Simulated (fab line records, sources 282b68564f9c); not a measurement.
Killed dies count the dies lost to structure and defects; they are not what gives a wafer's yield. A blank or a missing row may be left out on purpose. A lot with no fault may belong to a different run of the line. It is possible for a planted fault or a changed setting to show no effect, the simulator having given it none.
fab line records | flow rit-cmos
record lots=10 | wafers=30 | last-day=4
route steps=202 shown PLDD@122
lots with no fault: from the same line, run without faults
start-h: the number of hours between the record's first day and the start of the first shown wafer of the lot | wait-h: time in hours since the lot's previous step | " unchanged from the row above | L1.1+2: one row covering several wafers at once | - no value, or no start given | * or withheld: withheld | < > ~ a bound
route shown NAME@n: a module of which the file shows steps, and the number in the route of the first | usual: mean/standard deviation taken from wafers without a fault | same: alike in all rows | chamber/n: place in a boat | sites: the reading at each site | _std_site: how widely they spread, as a standard deviation | _edge_site: inner sites' mean taken away from outer sites' mean | radius-mm: how far each site lies from the wafer's centre | mask NAME#n: copy n | behind: the tool/chamber that last shaped the wafer | hold: cause of the lot's hold/its duration in hours/its outcome | device: which transistor (n, p or np) failed to switch | end of line: the same wafers' tests at the end of the route | for a step that has no rows: nothing shown but its recipe | killed: the dies lost at the first sort to structure and to defects; this is not the yield of the wafer | map: dies across one wafer; x = killed, . = not, _ = none there
set.NAME: setting as actually run; set.NAME@STEP: the setting as run at that earlier step | model.NAME: the simulator's own value behind a step, which no gauge read
steps of the route over a sample of lots; a table a step, a row a wafer
services: the hour from which a tool's chamber was out of use, counted from the record's first day as start-h (under 0 if before that day), plus the number of hours and why
## steps
# step RIT_PLDD_IMPLANT_08
# recipe species=BF2 | energy-kev=20 | dose-cm2=9e+14 | tilt-deg=7
# usual end-station-pressure-torr=7.3e-06/3.9e-07 | implant-ion-amu=49/0
lot.wafer | tool         | chamber | start-h | wait-h | end-station-pressure-torr | implant-ion-amu
L380.2    | implanter-01 | 0       | 42.11   | 0.1    | 6.3e-06                   | 49
L380.4    | "            | 0       | "       | "      | 7.3e-06                   | 49
L380.5    | "            | 0       | "       | "      | 7.1e-06                   | 49
L381.2    | implanter-03 | 0       | 48.15   | 0.1    | 7.8e-06                   | 49
L381.4    | "            | 0       | "       | "      | 7.3e-06                   | 49
L381.5    | "            | 0       | "       | "      | 7.4e-06                   | 49
L382.2    | implanter-04 | 0       | 53.95   | 0.1    | 7.7e-06                   | 49
L382.3    | "            | 0       | "       | "      | 7.5e-06                   | 49
L382.5    | "            | 0       | "       | "      | 7.3e-06                   | 49
L383.1    | implanter-03 | 0       | 58.18   | 0.1    | 6.8e-06                   | 49
L383.3    | "            | 0       | "       | "      | 7.4e-06                   | 49
L383.4    | "            | 0       | "       | "      | 7.6e-06                   | 49
L384.1    | implanter-03 | 0       | 62.55   | 0.1    | 7.9e-06                   | 49
L384.5    | "            | 0       | "       | "      | 8e-06                     | 49
L384.6    | "            | 0       | "       | "      | 7.7e-06                   | 49
L385.1    | implanter-01 | 0       | 67.21   | 0.1    | 7.1e-06                   | 49
L385.2    | "            | 0       | "       | "      | 7.3e-06                   | 49
L385.5    | "            | 0       | "       | "      | 7.4e-06                   | 49
L386.1    | implanter-03 | 0       | 73.84   | 0.1    | 8.3e-06                   | 11
L386.2    | "            | 0       | "       | "      | 8e-06                     | 11
L386.3    | "            | 0       | "       | "      | 7.6e-06                   | 11
L387.4    | implanter-04 | 0       | 79.02   | 0.1    | 6.8e-06                   | 11
L387.5    | "            | 0       | "       | "      | 6.9e-06                   | 11
L387.6    | "            | 0       | "       | "      | 7.6e-06                   | 11
L388.1    | implanter-04 | 0       | 84.47   | 0.1    | 7e-06                     | 11
L388.3    | "            | 0       | "       | "      | 7.3e-06                   | 11
L388.5    | "            | 0       | "       | "      | 7.7e-06                   | 11
L389.1    | implanter-04 | 0       | 89.83   | 0.1    | 7.3e-06                   | 11
L389.2    | "            | 0       | "       | "      | 7.2e-06                   | 11
L389.3    | "            | 0       | "       | "      | 7.7e-06                   | 11
# step RIT_PLDD_TW_MEAS_10
# usual PLDD_TW=2371/23
lot.wafer | tool          | chamber | start-h | wait-h | PLDD_TW
L380.2    | film-metro-02 | -       | 42.42   | 0.1    | 2351
L380.4    | "             | -       | "       | "      | 2344
L380.5    | "             | -       | "       | "      | 2348
L381.2    | film-metro-04 | -       | 48.46   | 0.1    | 2370
L381.4    | "             | -       | "       | "      | 2370
L381.5    | "             | -       | "       | "      | 2375
L382.2    | film-metro-01 | -       | 54.26   | 0.1    | 2392
L382.3    | "             | -       | "       | "      | 2395
L382.5    | "             | -       | "       | "      | 2408
L383.1    | film-metro-02 | -       | 58.51   | 0.1    | 2343
L383.3    | "             | -       | "       | "      | 2355
L383.4    | "             | -       | "       | "      | 2338
L384.1    | film-metro-01 | -       | 62.87   | 0.1    | 2403
L384.5    | "             | -       | "       | "      | 2389
L384.6    | "             | -       | "       | "      | 2395
L385.1    | film-metro-01 | -       | 67.53   | 0.1    | 2390
L385.2    | "             | -       | "       | "      | 2395
L385.5    | "             | -       | "       | "      | 2388
L386.1    | film-metro-02 | -       | 74.17   | 0.1    | 1593
L386.2    | "             | -       | "       | "      | 1590
L386.3    | "             | -       | "       | "      | 1597
L387.4    | film-metro-02 | -       | 79.30   | 0.1    | 1591
L387.5    | "             | -       | "       | "      | 1604
L387.6    | "             | -       | "       | "      | 1589
L388.1    | film-metro-02 | -       | 84.79   | 0.1    | 1599
L388.3    | "             | -       | "       | "      | 1596
L388.5    | "             | -       | "       | "      | 1596
L389.1    | film-metro-04 | -       | 90.16   | 0.1    | 1625
L389.2    | "             | -       | "       | "      | 1630
L389.3    | "             | -       | "       | "      | 1621
# step RIT_SDANNEAL_RS_MEAS_06
# recipe thk-meas-gauge=four-point-probe
# usual PLDD_RS=178.5/0.5
lot.wafer | tool          | chamber | start-h | wait-h | PLDD_RS[ohm/sq]
L380.2    | film-metro-04 | -       | 48.90   | 0.1    | 178.3
L380.4    | "             | -       | "       | "      | 178.0
L380.5    | "             | -       | "       | "      | 178.1
L381.2    | film-metro-04 | -       | 54.54   | 0.1    | 178.7
L381.4    | "             | -       | "       | "      | 179.1
L381.5    | "             | -       | "       | "      | 178.2
L382.2    | film-metro-04 | -       | 60.58   | 0.1    | 178.0
L382.3    | "             | -       | "       | "      | 178.5
L382.5    | "             | -       | "       | "      | 178.7
L383.1    | film-metro-04 | -       | 64.69   | 0.1    | 179.0
L383.3    | "             | -       | "       | "      | 178.7
L383.4    | "             | -       | "       | "      | 178.3
L384.1    | film-metro-01 | -       | 69.28   | 0.1    | 178.5
L384.5    | "             | -       | "       | "      | 178.4
L384.6    | "             | -       | "       | "      | 178.7
L385.1    | film-metro-01 | -       | 74.11   | 0.1    | 179.5
L385.2    | "             | -       | "       | "      | 179.0
L385.5    | "             | -       | "       | "      | 180.0
L386.1    | film-metro-04 | -       | 80.39   | 0.1    | 128.5
L386.2    | "             | -       | "       | "      | 129.4
L386.3    | "             | -       | "       | "      | 128.8
L387.4    | film-metro-01 | -       | 85.62   | 0.1    | 129.7
L387.5    | "             | -       | "       | "      | 129.6
L387.6    | "             | -       | "       | "      | 129.9
L388.1    | film-metro-02 | -       | 90.98   | 0.1    | 128.3
L388.3    | "             | -       | "       | "      | 128.9
L388.5    | "             | -       | "       | "      | 129.0
L389.1    | film-metro-02 | -       | 96.32   | 0.1    | 129.1
L389.2    | "             | -       | "       | "      | 128.8
L389.3    | "             | -       | "       | "      | 128.7
## services
tool         | chamber | start-h | hours | kind
implanter-04 | -       | 26.31   | 22.5  | repair
implanter-03 | -       | 39.14   | 3.5   | repair
implanter-01 | -       | 57.60   | 2.9   | pm
## key
first-sign step=RIT_PLDD_IMPLANT_08 | reading=implant-ion-amu | direction=down | sigmas=99+ | usual=49 | struck=11
effect step=RIT_PLDD_TW_MEAS_10 | reading=PLDD_TW | direction=down | sigmas=34 | usual=2371 | struck=1602
effect step=RIT_SDANNEAL_RS_MEAS_06 | reading=PLDD_RS | direction=down | sigmas=99+ | usual=178.5 | struck=129.1
met-at RIT_PLDD_IMPLANT_08
struck-lots L386,L387,L388,L389
tester-left-out L386,L387,L388,L389
onset-between 62.55 73.84
fault kind=wrong-recipe-download | tool=implanter-01,implanter-03,implanter-04 | chamber=- | onset-h=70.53 | steps=RIT_PLDD_IMPLANT_08 | wrong-recipe.not-listed=1
# tester-left-out: of these lots the tester's yield and bins aren't shown, on N5 and GAA mostly nor the transistor test; their killed dies are dies lost to structure and defects alone, not to doping, threshold or leakage, so they don't give the yield
